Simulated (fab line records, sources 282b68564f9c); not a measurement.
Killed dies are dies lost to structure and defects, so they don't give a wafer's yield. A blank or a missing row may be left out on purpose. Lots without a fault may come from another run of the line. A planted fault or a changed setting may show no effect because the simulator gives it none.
fab line records | flow rit_cmos
record lots=5 wafers=15 last_day=7
route steps=202 shown SDANNEAL@156 PSD@157 NSD@158 PLDD@159 NLDD@160 SILICIDE@161 CONTACT@168 M1@184
lots that met no fault: from a run of the same line without faults
start_h: hours from the record's first day to the start of the lot's first wafer shown | wait_h: hours since the lot's step before | " the same as in the row above | L1.1+2: a row that stands for several wafers | - no value, or no start given | * or withheld: withheld | < > ~ a bound
route shown NAME@n: a module of which the file shows steps, and the number in the route of the first | usual: mean/standard deviation of fault-free wafers | same: alike in all rows | chamber/n: place in a boat | sites: the reading at each site | _std_site: their standard deviation | _edge_site: outer sites' mean less inner sites' | radius_mm: how far each site lies from the wafer's centre | mask NAME#n: copy n | behind: the tool/chamber that last shaped the wafer | hold: why the lot was held/for how many hours/how that ended | device: the transistor (n, p or np) that didn't switch | end of line: the same wafers' tests at the end of the route | a step without rows: its recipe alone | killed: dies lost to structure and defects at the first sort, not the wafer's yield | map: a wafer's dies, x killed, . not, _ none there
set.NAME: the setting as run; set.NAME@STEP: as run at that earlier step | model.NAME: the simulator's own value behind a step, which no gauge read
lots at some steps of the route; a table a step, a row a wafer
services: from which hour (start_h, from the record's first day; less than 0 if before it) a tool's chamber was out of use, for how many hours, and why
## steps
# step RIT_SDANNEAL_RTA_03
# recipe temp_c=1050 time_s=5 idle_temp_c=600 ramp_up_c_per_s=342 ramp_down_c_per_s=171 cool_to_c=600 ambient=N2
# usual wafer_temp_C_max=1053.6/1.3
# same time_s=5
# columns lot.wafer tool chamber start_h wait_h wafer_temp_C_max
L968.3 rtp_anneal-01 0 61.46 0.0 1054.2
L968.4 " 0 " " 1053.8
L968.5 " 0 " " 1052.4
L970.2 rtp_anneal-01 0 71.15 0.0 1055.5
L970.3 " 0 " " 1051.7
L970.5 " 0 " " 1054.2
L979.2 rtp_anneal-02 0 114.82 0.0 1053.3
L979.5 " 0 " " 1053.2
L979.6 " 0 " " 1054.2
L980.1 rtp_anneal-01 0 119.69 0.0 1053.4
L980.3 " 0 " " 1054.4
L980.4 " 0 " " 1053.1
L988.1 rtp_anneal-01 0 158.25 0.0 1051.6
L988.2 " 0 " " 1052.0
L988.5 " 0 " " 1053.0
# step RIT_SDANNEAL_RS_MEAS_04
# recipe thk_meas_gauge=four-point-probe
# usual PSD_RS=115.93/0.3
# columns lot.wafer tool chamber start_h wait_h PSD_RS[ohm/sq]
L968.3 film_metro-02 - 61.54 0.1 115.41
L968.4 " - " " 115.75
L968.5 " - " " 116.19
L970.2 film_metro-01 - 71.22 0.1 116.07
L970.3 " - " " 115.44
L970.5 " - " " 116.00
L979.2 film_metro-01 - 114.89 0.1 115.98
L979.5 " - " " 115.58
L979.6 " - " " 115.89
L980.1 film_metro-01 - 119.75 0.0 115.98
L980.3 " - " " 116.08
L980.4 " - " " 115.70
L988.1 film_metro-01 - 158.31 0.0 116.10
L988.2 " - " " 115.87
L988.5 " - " " 116.12
# step RIT_SDANNEAL_RS_MEAS_05
# recipe thk_meas_gauge=four-point-probe
# usual NSD_RS=84.6/0.33
# columns lot.wafer tool chamber start_h wait_h NSD_RS[ohm/sq]
L968.3 film_metro-02 - 61.66 0.1 84.9
L968.4 " - " " 84.6
L968.5 " - " " 84.7
L970.2 film_metro-01 - 71.34 0.1 84.5
L970.3 " - " " 84.6
L970.5 " - " " 84.5
L979.2 film_metro-01 - 115.01 0.1 84.6
L979.5 " - " " 84.9
L979.6 " - " " 84.8
L980.1 film_metro-01 - 119.87 0.1 84.6
L980.3 " - " " 85.0
L980.4 " - " " 84.7
L988.1 film_metro-01 - 158.43 0.1 85.0
L988.2 " - " " 85.2
L988.5 " - " " 85.0
# step RIT_SDANNEAL_RS_MEAS_06
# recipe thk_meas_gauge=four-point-probe
# usual PLDD_RS=178.6/0.53
# columns lot.wafer tool chamber start_h wait_h PLDD_RS[ohm/sq]
L968.3 film_metro-02 - 61.78 0.1 178.7
L968.4 " - " " 178.4
L968.5 " - " " 178.5
L970.2 film_metro-01 - 71.46 0.1 178.6
L970.3 " - " " 178.8
L970.5 " - " " 179.0
L979.2 film_metro-01 - 115.13 0.1 179.1
L979.5 " - " " 178.8
L979.6 " - " " 179.1
L980.1 film_metro-01 - 119.99 0.1 177.8
L980.3 " - " " 177.9
L980.4 " - " " 177.9
L988.1 film_metro-01 - 158.55 0.1 179.3
L988.2 " - " " 179.3
L988.5 " - " " 179.1
# step RIT_SDANNEAL_RS_MEAS_07
# recipe thk_meas_gauge=four-point-probe
# usual NLDD_RS=151.6/0.54
# columns lot.wafer tool chamber start_h wait_h NLDD_RS[ohm/sq]
L968.3 film_metro-02 - 61.90 0.1 151.7
L968.4 " - " " 151.1
L968.5 " - " " 151.6
L970.2 film_metro-01 - 71.58 0.1 152.4
L970.3 " - " " 152.4
L970.5 " - " " 152.6
L979.2 film_metro-01 - 115.25 0.1 151.3
L979.5 " - " " 152.0
L979.6 " - " " 151.9
L980.1 film_metro-01 - 120.11 0.1 151.9
L980.3 " - " " 151.6
L980.4 " - " " 151.9
L988.1 film_metro-01 - 158.67 0.1 152.0
L988.2 " - " " 152.6
L988.5 " - " " 152.3
# step RIT_SILICIDE_WET_ETCH_00
# recipe chemistry=BOE target=SiO2 target_depth_nm=14 time_s=15 dry=n2_spin dilution=10:1 temp_c=21.5
# step RIT_SILICIDE_SPUTTER_01
# recipe material=Ti target_thk_nm=30 power_w=350 chamber_pressure_pa=0.667 gas=Ar time_s=240 substrate_temp_c=25
# step RIT_SILICIDE_RS_MEAS_02
# recipe thk_meas_gauge=four-point-probe reads=Ti_of_SILICIDE_SPUTTER_01
# usual SILICIDE_TI_RS=47.7/0.72
# columns lot.wafer tool chamber start_h wait_h SILICIDE_TI_RS[ohm/sq]
L968.3 film_metro-02 - 62.18 0.1 48.1
L968.4 " - " " 49.9
L968.5 " - " " 48.6
L970.2 film_metro-02 - 71.86 0.1 47.7
L970.3 " - " " 46.5
L970.5 " - " " 46.3
L979.2 film_metro-04 - 115.53 0.1 48.6
L979.5 " - " " 49.0
L979.6 " - " " 48.7
L980.1 film_metro-02 - 120.39 0.1 47.5
L980.3 " - " " 47.6
L980.4 " - " " 49.0
L988.1 film_metro-03 - 158.95 0.1 47.0
L988.2 " - " " 47.5
L988.5 " - " " 47.2
# step RIT_SILICIDE_THK_MEAS_03
# recipe thk_meas_gauge=xrf reads=Ti_of_SILICIDE_SPUTTER_01
# usual SILICIDE_TI_THK=29.6/0.39
# columns lot.wafer tool chamber start_h wait_h SILICIDE_TI_THK[nm]
L968.3 film_metro-02 - 62.28 0.1 29.3
L968.4 " - " " 28.5
L968.5 " - " " 29.0
L970.2 film_metro-02 - 71.97 0.1 29.5
L970.3 " - " " 30.2
L970.5 " - " " 30.2
L979.2 film_metro-04 - 115.64 0.1 29.3
L979.5 " - " " 29.0
L979.6 " - " " 29.3
L980.1 film_metro-02 - 120.51 0.1 29.6
L980.3 " - " " 29.5
L980.4 " - " " 28.8
L988.1 film_metro-03 - 159.07 0.1 30.0
L988.2 " - " " 29.6
L988.5 " - " " 29.8
# step RIT_SILICIDE_RTA_04
# recipe temp_c=650 time_s=10 idle_temp_c=25 ramp_up_s=5 ramp_down_s=5 cool_to_c=25 ambient=N2
# usual wafer_temp_C_max=652.2/0.52
# same time_s=10
# columns lot.wafer tool chamber start_h wait_h wafer_temp_C_max
L968.3 rtp_anneal-02 0 62.34 0.1 652.8
L968.4 " 0 " " 651.3
L968.5 " 0 " " 652.1
L970.2 rtp_anneal-02 0 72.03 0.1 652.1
L970.3 " 0 " " 652.6
L970.5 " 0 " " 652.9
L979.2 rtp_anneal-01 0 115.70 0.1 652.2
L979.5 " 0 " " 652.4
L979.6 " 0 " " 651.4
L980.1 rtp_anneal-02 0 120.57 0.1 651.9
L980.3 " 0 " " 651.8
L980.4 " 0 " " 651.8
L988.1 rtp_anneal-02 0 159.13 0.1 652.0
L988.2 " 0 " " 652.6
L988.5 " 0 " " 653.3
# step RIT_SILICIDE_WET_ETCH_05
# recipe chemistry=SPM target=Ti temp_c=90 time_s=120 dry=n2_spin
# step RIT_SILICIDE_RTA_06
# recipe temp_c=750 time_s=10 idle_temp_c=25 ramp_up_s=5 ramp_down_s=10 cool_to_c=25 ambient=N2
# usual wafer_temp_C_max=752.5/0.6
# same time_s=10
# columns lot.wafer tool chamber start_h wait_h wafer_temp_C_max
L968.3 rtp_anneal-01 0 62.45 0.0 752.3
L968.4 " 0 " " 751.8
L968.5 " 0 " " 751.7
L970.2 rtp_anneal-01 0 72.14 0.0 752.0
L970.3 " 0 " " 752.0
L970.5 " 0 " " 752.5
L979.2 rtp_anneal-02 0 115.81 0.0 753.2
L979.5 " 0 " " 752.9
L979.6 " 0 " " 752.7
L980.1 rtp_anneal-01 0 120.69 0.0 752.5
L980.3 " 0 " " 752.0
L980.4 " 0 " " 752.1
L988.1 rtp_anneal-01 0 159.24 0.0 751.9
L988.2 " 0 " " 752.3
L988.5 " 0 " " 752.5
# step RIT_CONTACT_CVD_00
# recipe material=SiO2 target_thk_nm=400 precursor=TEOS temp_c=390 time_s=61 rf_w=400
# usual heater_power_w=313/45
# columns lot.wafer tool chamber start_h wait_h heater_power_w model.SiO2_of_CONTACT_CVD_00.thk_nm
L968.3 pecvd-03 1 62.49 0.0 280 397.8
L968.4 " 0 " " 292 407.4
L968.5 " 2 " " 305 407.6
L970.2 pecvd-02 1 72.19 0.0 322 394.1
L970.3 " 2 " " 346 394.8
L970.5 " 1 " " 331 399.9
L979.2 pecvd-03 1 115.87 0.0 247 386.6
L979.5 " 2 " " 373 400.5
L979.6 " 1 " " 271 397.9
L980.1 pecvd-02 1 120.76 0.1 353 392.4
L980.3 " 2 " " 304 402.5
L980.4 " 1 " " 360 395.6
L988.1 pecvd-03 1 159.31 0.1 249 399.8
L988.2 " 0 " " 229 399.2
L988.5 " 2 " " 411 404.5
# step RIT_CONTACT_THK_MEAS_01
# recipe reads=SiO2_of_CONTACT_CVD_00
# usual CONTACT_TEOS_THK=399/4.7
# columns lot.wafer tool chamber start_h wait_h CONTACT_TEOS_THK[nm]
L968.3 film_metro-04 - 62.56 0.0 398
L968.4 " - " " 407
L968.5 " - " " 407
L970.2 film_metro-01 - 72.25 0.0 394
L970.3 " - " " 395
L970.5 " - " " 400
L979.2 film_metro-04 - 115.93 0.0 386
L979.5 " - " " 401
L979.6 " - " " 398
L980.1 film_metro-01 - 120.81 0.0 392
L980.3 " - " " 402
L980.4 " - " " 396
L988.1 film_metro-01 - 159.36 0.0 399
L988.2 " - " " 399
L988.5 " - " " 405
# step RIT_CONTACT_HMDS_02
# recipe prime_time_s=60 prime_temp_c=140
# step RIT_CONTACT_COAT_03
# recipe resist=NOVOLAK spin_rpm=3250 resist_thk_nm=1000
# step RIT_CONTACT_SOFTBAKE_04
# recipe resist=NOVOLAK temp_c=90 time_s=60
# step RIT_CONTACT_EXPOSE_05
# recipe mask_id=M11 na=0.6 source_shape=conventional sigma_outer=0.5 target_cd_nm=1000 dose_mj=250
# step RIT_CONTACT_PEB_06
# recipe resist=NOVOLAK temp_c=withheld time_s=withheld
# step RIT_CONTACT_DEVELOP_07
# recipe resist=NOVOLAK develop_time_s=120 dev_temp_c=23
# step RIT_CONTACT_CD_MEAS_08
# recipe target_cd_nm=1000
# usual cd_nm=1000.1/1.9
# columns lot.wafer tool chamber start_h wait_h cd_nm
L968.3 cd_sem-02 - 63.79 - 998.3
L968.4 " - " " 1000.7
L968.5 " - " " 1000.2
L970.2 cd_sem-02 - 73.42 - 1002.0
L970.3 " - " " 1003.0
L970.5 " - " " 1001.5
L979.2 cd_sem-02 - 117.10 - 999.8
L979.5 " - " " 1000.4
L979.6 " - " " 999.0
L980.1 cd_sem-02 - 121.96 - 1000.8
L980.3 " - " " 1000.4
L980.4 " - " " 999.8
L988.1 cd_sem-01 - 160.51 - 1001.3
L988.2 " - " " 999.8
L988.5 " - " " 1001.1
# step RIT_CONTACT_OVL_MEAS_09
# usual CONTACT_OVL=0.7/1.2
# columns lot.wafer tool chamber start_h wait_h CONTACT_OVL[nm]
L968.3 overlay-02 - 63.88 0.1 2.8
L968.4 " - " " 2.8
L968.5 " - " " 2.4
L970.2 overlay-01 - 73.52 0.1 -0.3
L970.3 " - " " 0.2
L970.5 " - " " 1.8
L979.2 overlay-02 - 117.21 0.1 -0.6
L979.5 " - " " 0.2
L979.6 " - " " -2.0
L980.1 overlay-01 - 122.08 0.1 1.9
L980.3 " - " " 3.2
L980.4 " - " " 1.9
L988.1 overlay-01 - 160.63 0.1 -1.4
L988.2 " - " " 0.1
L988.5 " - " " -0.7
# step RIT_CONTACT_HARDBAKE_10
# recipe resist=NOVOLAK temp_c=140 time_s=60
# step RIT_CONTACT_ETCH_11
# recipe target_depth_a=4800 over_etch_frac=0.2 stop_on=TiSi2 chemistry=CHF3/CF4/Ar target=SiO2 CHF3_flow_sccm=50 cf4_flow_sccm=10 Ar_flow_sccm=100 O2_flow_sccm=5 pressure_mtorr=100 rf_w=200 time_s=320
# usual drypump_motor_current_A=5.8/0.36 oes_product_au=0.995/0.016 throttle_valve_pct=8.90/0.1
# same time_s=320
# columns lot.wafer tool chamber start_h wait_h drypump_motor_current_A oes_product_au rf_hours_counter_h throttle_valve_pct model.etch.depth_nm model.CONTACT.feature_depth_nm
L968.3 rie_diel-01 0 64.06 0.1 5.7 1.006 92 8.89 397.8 397.8
L968.4 " 1 " " 6.0 1.009 8 8.80 407.4 407.4
L968.5 " 1 " " 6.0 1.016 - 8.80 407.6 407.6
L970.2 rie_diel-03 3 73.70 0.1 5.8 0.996 26 8.83 394.1 394.1
L970.3 " 0 " " 5.8 0.988 48 8.85 394.8 394.8
L970.5 " 2 " " 5.9 0.992 - 8.79 399.9 399.9
L979.2 rie_diel-01 0 117.39 0.1 5.7 1.004 93 8.89 386.6 386.6
L979.5 " 3 " " 5.2 1.016 - 8.94 400.5 400.5
L979.6 " 2 " " 6.5 0.980 - 9.07 397.9 397.9
L980.1 rie_diel-01 2 122.26 0.1 6.5 0.986 144 9.08 392.4 392.4
L980.3 " 3 " " 5.2 1.018 7 8.95 402.5 402.5
L980.4 " 2 " " 6.5 0.989 - 9.07 395.6 395.6
L988.1 rie_diel-01 2 160.89 0.1 6.5 0.982 145 9.06 399.8 399.8
L988.2 " 0 " " 5.7 1.006 94 8.91 399.2 399.2
L988.5 " 0 " " 5.7 1.011 - 8.90 404.5 404.5
# step RIT_CONTACT_STRIP_12
# recipe chemistry=O2 time_s=180 resist=NOVOLAK platen_temp_c=withheld power_w=500 pressure_mtorr=4000 o2_flow_sccm=4000
# usual drypump_motor_current_A=5.7/0.31
# same time_s=180
# columns lot.wafer tool chamber start_h wait_h drypump_motor_current_A rf_hours_counter_h
L968.3 plasma_asher-04 1 64.31 0.2 6.5 -
L968.4 " 0 " " 5.5 -
L968.5 " 0 " " 5.4 -
L970.2 plasma_asher-02 0 73.90 0.1 5.6 44
L970.3 " 0 " " 5.6 -
L970.5 " 1 " " 5.7 -
L979.2 plasma_asher-02 0 117.59 0.1 5.6 50
L979.5 " 0 " " 5.6 -
L979.6 " 1 " " 5.7 -
L980.1 plasma_asher-03 0 122.46 0.1 5.5 33
L980.3 " 1 " " 5.4 -
L980.4 " 0 " " 5.5 -
L988.1 plasma_asher-02 1 161.09 0.1 5.7 54
L988.2 " 0 " " 5.6 54
L988.5 " 0 " " 5.6 -
# step RIT_CONTACT_CD_MEAS_90
# recipe target_cd_nm=1000
# usual cd_nm=1000.2/2
# columns lot.wafer tool chamber start_h wait_h cd_nm
L968.3 cd_sem-01 - 64.47 0.1 998.2
L968.4 " - " " 1001.1
L968.5 " - " " 1000.7
L970.2 cd_sem-01 - 74.09 0.1 1002.5
L970.3 " - " " 1002.9
L970.5 " - " " 1001.6
L979.2 cd_sem-02 - 117.78 0.1 999.4
L979.5 " - " " 1000.1
L979.6 " - " " 999.5
L980.1 cd_sem-02 - 122.63 0.1 1000.8
L980.3 " - " " 1000.4
L980.4 " - " " 1000.5
L988.1 cd_sem-02 - 161.26 0.1 1001.5
L988.2 " - " " 999.4
L988.5 " - " " 1000.7
# step RIT_CONTACT_CLEAN_13
# recipe chemistry=SC1 mix=3:3:50 time_s=600 temp_c=75
# step RIT_CONTACT_CLEAN_14
# recipe chemistry=SC2 mix=3:3:50 time_s=600 temp_c=75 dry=n2_spin
# step RIT_M1_SPUTTER_00
# recipe material=Al target_thk_nm=400 power_w=2000 chamber_pressure_pa=0.4 gas=Ar time_s=500 substrate_temp_c=25
# usual throttle_valve_pct=30.2/1
# same time_s=500
# columns lot.wafer tool chamber start_h wait_h throttle_valve_pct
L968.3 pvd_sputter-02 - 64.90 0.0 31.6
L968.4 " - " " 30.5
L968.5 " - " " 30.6
L970.2 pvd_sputter-04 - 74.56 0.0 31.2
L970.3 " - " " 30.3
L970.5 " - " " 29.1
L979.2 pvd_sputter-01 - 118.25 0.0 29.3
L979.5 " - " " 30.7
L979.6 " - " " 31.5
L980.1 pvd_sputter-04 - 123.10 0.0 30.5
L980.3 " - " " 31.3
L980.4 " - " " 30.1
L988.1 pvd_sputter-04 - 161.76 0.0 30.1
L988.2 " - " " 29.1
L988.5 " - " " 30.7
# step RIT_M1_RS_MEAS_01
# recipe thk_meas_gauge=four-point-probe reads=Al_of_M1_SPUTTER_00
# usual M1_AL_RS=0.0737/0.00072
# columns lot.wafer tool chamber start_h wait_h M1_AL_RS[ohm/sq]
L968.3 film_metro-01 - 65.23 0.2 0.0745
L968.4 " - " " 0.0746
L968.5 " - " " 0.0743
L970.2 film_metro-02 - 74.87 0.2 0.0727
L970.3 " - " " 0.0725
L970.5 " - " " 0.0740
L979.2 film_metro-01 - 118.56 0.2 0.0733
L979.5 " - " " 0.0733
L979.6 " - " " 0.0733
L980.1 film_metro-02 - 123.40 0.1 0.0741
L980.3 " - " " 0.0738
L980.4 " - " " 0.0729
L988.1 film_metro-01 - 162.06 0.1 0.0727
L988.2 " - " " 0.0738
L988.5 " - " " 0.0735
# step RIT_M1_THK_MEAS_02
# recipe thk_meas_gauge=xrf reads=Al_of_M1_SPUTTER_00
# usual M1_AL_THK=396/4.8
# columns lot.wafer tool chamber start_h wait_h M1_AL_THK[nm]
L968.3 film_metro-01 - 65.33 0.1 396
L968.4 " - " " 394
L968.5 " - " " 398
L970.2 film_metro-02 - 74.98 0.1 400
L970.3 " - " " 400
L970.5 " - " " 393
L979.2 film_metro-01 - 118.67 0.1 397
L979.5 " - " " 401
L979.6 " - " " 399
L980.1 film_metro-02 - 123.52 0.1 393
L980.3 " - " " 394
L980.4 " - " " 400
L988.1 film_metro-01 - 162.18 0.1 405
L988.2 " - " " 400
L988.5 " - " " 403
# step RIT_M1_HMDS_03
# recipe prime_time_s=60 prime_temp_c=140
# step RIT_M1_COAT_04
# recipe resist=NOVOLAK spin_rpm=2000 resist_thk_nm=1300
# step RIT_M1_SOFTBAKE_05
# recipe resist=NOVOLAK temp_c=90 time_s=60
# step RIT_M1_EXPOSE_06
# recipe mask_id=M12 na=0.6 source_shape=conventional sigma_outer=0.5 target_cd_nm=2600 dose_mj=250
# step RIT_M1_PEB_07
# recipe resist=NOVOLAK temp_c=withheld time_s=withheld
# step RIT_M1_DEVELOP_08
# recipe resist=NOVOLAK develop_time_s=68 dev_temp_c=23
# step RIT_M1_CD_MEAS_09
# recipe target_cd_nm=2600
# usual cd_nm=2599.4/2.2
# columns lot.wafer tool chamber start_h wait_h cd_nm
L968.3 cd_sem-02 - 66.42 - 2598.2
L968.4 " - " " 2600.5
L968.5 " - " " 2599.3
L970.2 cd_sem-01 - 76.06 - 2596.1
L970.3 " - " " 2599.7
L970.5 " - " " 2598.8
L979.2 cd_sem-02 - 119.75 - 2597.1
L979.5 " - " " 2597.1
L979.6 " - " " 2596.4
L980.1 cd_sem-01 - 124.58 - 2604.2
L980.3 " - " " 2603.6
L980.4 " - " " 2603.7
L988.1 cd_sem-02 - 163.15 - 2598.8
L988.2 " - " " 2597.3
L988.5 " - " " 2599.5
# step RIT_M1_OVL_MEAS_10
# usual M1_OVL=1.0/1.5
# columns lot.wafer tool chamber start_h wait_h M1_OVL[nm]
L968.3 overlay-01 - 66.51 0.1 1.7
L968.4 " - " " 2.3
L968.5 " - " " 3.0
L970.2 overlay-01 - 76.16 0.1 2.4
L970.3 " - " " 0.9
L970.5 " - " " 0.7
L979.2 overlay-01 - 119.85 0.1 0.4
L979.5 " - " " 1.1
L979.6 " - " " 0.7
L980.1 overlay-02 - 124.70 0.1 1.2
L980.3 " - " " 1.0
L980.4 " - " " 1.4
L988.1 overlay-01 - 163.27 0.1 0.7
L988.2 " - " " 2.4
L988.5 " - " " 2.9
# step RIT_M1_HARDBAKE_11
# recipe resist=NOVOLAK temp_c=140 time_s=120
# step RIT_M1_METAL_ETCH_12
# recipe stop_on=SiO2 chemistry=Cl2/BCl3 target=Al time_s=165 over_etch_frac=0.5 pressure_mtorr=100 target_depth_a=6000 rf_w=250 Cl2_flow_sccm=60 bcl3_flow_sccm=50
# usual drypump_motor_current_A=6.1/0.36 oes_product_au=0.774/0.015 throttle_valve_pct=8.24/0.079
# same time_s=165
# columns lot.wafer tool chamber start_h wait_h drypump_motor_current_A oes_product_au rf_hours_counter_h throttle_valve_pct model.SiO2_of_CONTACT_CVD_00.thk_nm
L968.3 rie_metal-03 0 66.84 0.2 6.3 0.776 - 8.34 360
L968.4 " 1 " " 6.4 0.748 - 8.23 369.8
L968.5 " 1 " " 6.4 0.754 - 8.22 370.4
L970.2 rie_metal-03 1 76.44 0.2 6.4 0.771 35 8.22 355.9
L970.3 " 0 " " 6.3 0.788 - 8.38 356.7
L970.5 " 1 " " 6.4 0.767 - 8.22 362.2
L979.2 rie_metal-04 1 120.13 0.2 5.8 0.796 3 8.20 350.7
L979.5 " 0 " " 6.4 0.755 - 8.13 365.4
L979.6 " 1 " " 5.8 0.780 - 8.21 361.8
L980.1 rie_metal-01 1 124.99 0.2 5.4 0.783 1 8.24 354.2
L980.3 " 1 " " 5.4 0.780 - 8.25 364.3
L980.4 " 0 " " 5.7 0.795 - 8.34 359.7
L988.1 rie_metal-01 1 163.56 0.2 5.4 0.791 1 8.24 361.5
L988.2 " 0 " " 5.7 0.793 1 8.34 362.6
L988.5 " 0 " " 5.7 0.794 - 8.33 368.2
# step RIT_M1_STRIP_13
# recipe chemistry=nmp resist=NOVOLAK temp_c=80 time_s=600 dry=n2_spin
# step RIT_M1_PROBE_99
# usual killed_at_front_end=6.8/2.7 killed_dies=6.8/2.7 killed_open=3.4/1.8 killed_short=3.5/1.7
# same gross_dies=264 killed_at_M0_to_M3=0 killed_at_M4_up=0 killed_at_back_side=0 killed_at_contacts=0 killed_at_other=0
# columns lot.wafer tool chamber start_h wait_h killed_at_front_end killed_dies killed_open killed_short
L968.3 prober-02 - 69.13 0.2 9 9 5 4
L968.4 prober-02 - 69.18 0.2 7 7 4 3
L968.5 prober-02 - 69.23 0.2 8 8 3 5
L970.2 prober-02 - 78.75 0.1 8 8 4 4
L970.3 prober-02 - 78.80 0.2 14 14 9 5
L970.5 prober-02 - 78.90 0.2 9 9 4 5
L980.1 prober-01 - 128.80 1.5 8 8 5 3
L980.3 prober-01 - 128.90 1.5 9 9 4 5
L980.4 prober-01 - 128.95 1.6 10 10 4 6
L979.2 prober-01 - 129.15 1.7 13 13 5 8
L979.5 prober-01 - 129.30 1.8 6 6 4 2
L979.6 prober-01 - 129.35 1.8 2 2 1 1
# killed by level:class
L968.3 GATE:geometric_particle:short=2 SPACER:geometric_particle:open=2 SILICIDE:geometric_particle:short=2 FOX2:geometric_particle:open=1 GATE:geometric_particle:open=1 REOX:geometric_particle:open=1
L968.4 SILICIDE:geometric_particle:short=2 FOX1:geometric_particle:short=1 FOX1:geometric_particle:open=1 GATE:geometric_particle:open=1 REOX:geometric_particle:open=1 SPACER:geometric_particle:open=1
L968.5 FOX1:geometric_particle:short=3 GATE:geometric_particle:short=2 FOX1:geometric_particle:open=1 GATE:geometric_particle:open=1 SPACER:geometric_particle:open=1
L970.2 FOX1:geometric_particle:open=2 FOX1:geometric_particle:short=2 GATE:geometric_particle:short=1 GATE:geometric_particle:open=1 REOX:geometric_particle:short=1 REOX:geometric_particle:open=1
L970.3 FOX1:geometric_particle:short=3 GATE:geometric_particle:open=3 SPACER:geometric_particle:open=3 FOX1:geometric_particle:open=1 FOX2:geometric_particle:open=1 GATE:geometric_particle:short=1 REOX:geometric_particle:open=1 SPACER:geometric_particle:short=1
L970.5 REOX:geometric_particle:short=3 FOX1:geometric_particle:open=1 FOX1:geometric_particle:short=1 GATE:geometric_particle:open=1 SPACER:geometric_particle:short=1 SPACER:geometric_particle:open=1 SILICIDE:geometric_particle:open=1
L980.1 GATE:geometric_particle:short=3 FOX1:geometric_particle:open=2 SPACER:geometric_particle:open=2 GATE:geometric_particle:open=1
L980.3 GATE:geometric_particle:open=4 REOX:geometric_particle:short=3 FOX2:geometric_particle:short=1 GATE:geometric_particle:short=1
L980.4 GATE:geometric_particle:short=3 GATE:geometric_particle:open=2 FOX2:geometric_particle:short=1 REOX:geometric_particle:open=1 SPACER:geometric_particle:short=1 SPACER:geometric_particle:open=1 SILICIDE:geometric_particle:short=1
L979.2 FOX1:geometric_particle:short=3 GATE:geometric_particle:short=2 REOX:geometric_particle:open=2 SPACER:geometric_particle:short=2 FOX1:geometric_particle:open=1 GATE:geometric_particle:open=1 REOX:geometric_particle:short=1 SPACER:geometric_particle:open=1
L979.5 REOX:geometric_particle:short=2 SILICIDE:geometric_particle:open=2 GATE:geometric_particle:open=1 SPACER:geometric_particle:open=1
L979.6 REOX:geometric_particle:open=1 REOX:geometric_particle:short=1
## services
# columns tool chamber start_h hours kind
rie_metal-01 - 44.79 57.3 repair
rie_diel-03 0 46.53 12.1 repair
rie_metal-01 - 48.88 0.3 repair
pecvd-02 - 52.59 14.6 pm
pecvd-03 0 55.32 4.3 repair
pecvd-03 - 57.99 2.8 pm
rtp_anneal-01 - 66.52 0.7 pm
plasma_asher-04 - 78.79 21.3 repair
pvd_sputter-04 - 87.40 3.9 repair
rie_diel-01 3 95.37 2.0 repair
pvd_sputter-04 - 100.84 0.8 repair
rie_diel-03 1 105.81 - clean
rie_diel-01 1 107.04 16.2 repair
plasma_asher-04 - 108.75 9.0 pm
rie_metal-03 - 124.72 1.1 repair
plasma_asher-02 - 126.35 4.3 pm
pecvd-03 - 128.55 0.3 repair
pvd_sputter-02 - 129.59 12.5 repair
rie_metal-03 - 136.12 20.0 pm
rie_metal-03 0 136.12 20.0 vent_cycle
rie_metal-03 1 136.12 20.0 vent_cycle
pvd_sputter-02 - 142.72 5.9 repair
rie_metal-03 0 156.12 - clean
rie_metal-03 1 156.12 - clean
## key
first_sign none at tools or gauges
model_effect step=RIT_CONTACT_CVD_00 value=SiO2_of_CONTACT_CVD_00.thk_nm without=386.5 struck=402.5
model_effect step=RIT_CONTACT_ETCH_11 value=etch.depth_nm without=386.5 struck=402.5
model_effect step=RIT_M1_METAL_ETCH_12 value=SiO2_of_CONTACT_CVD_00.thk_nm without=348.4 struck=364.3
met_at RIT_CONTACT_CVD_00
struck_wafers L980.3
tester_left_out L980
onset_between 72.19 120.76
fault kind=process_parameter_drift tool=pecvd-02 chamber=2 onset_h=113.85 steps=RIT_CONTACT_CVD_00 channel=time_s offset=* shape=step end_h=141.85 stated=*
# tester_left_out: of these lots the tester's yield and bins aren't shown, on N5 and GAA mostly nor the transistor test; their killed dies are dies lost to structure and defects alone, not to doping, threshold or leakage, so they don't give the yield
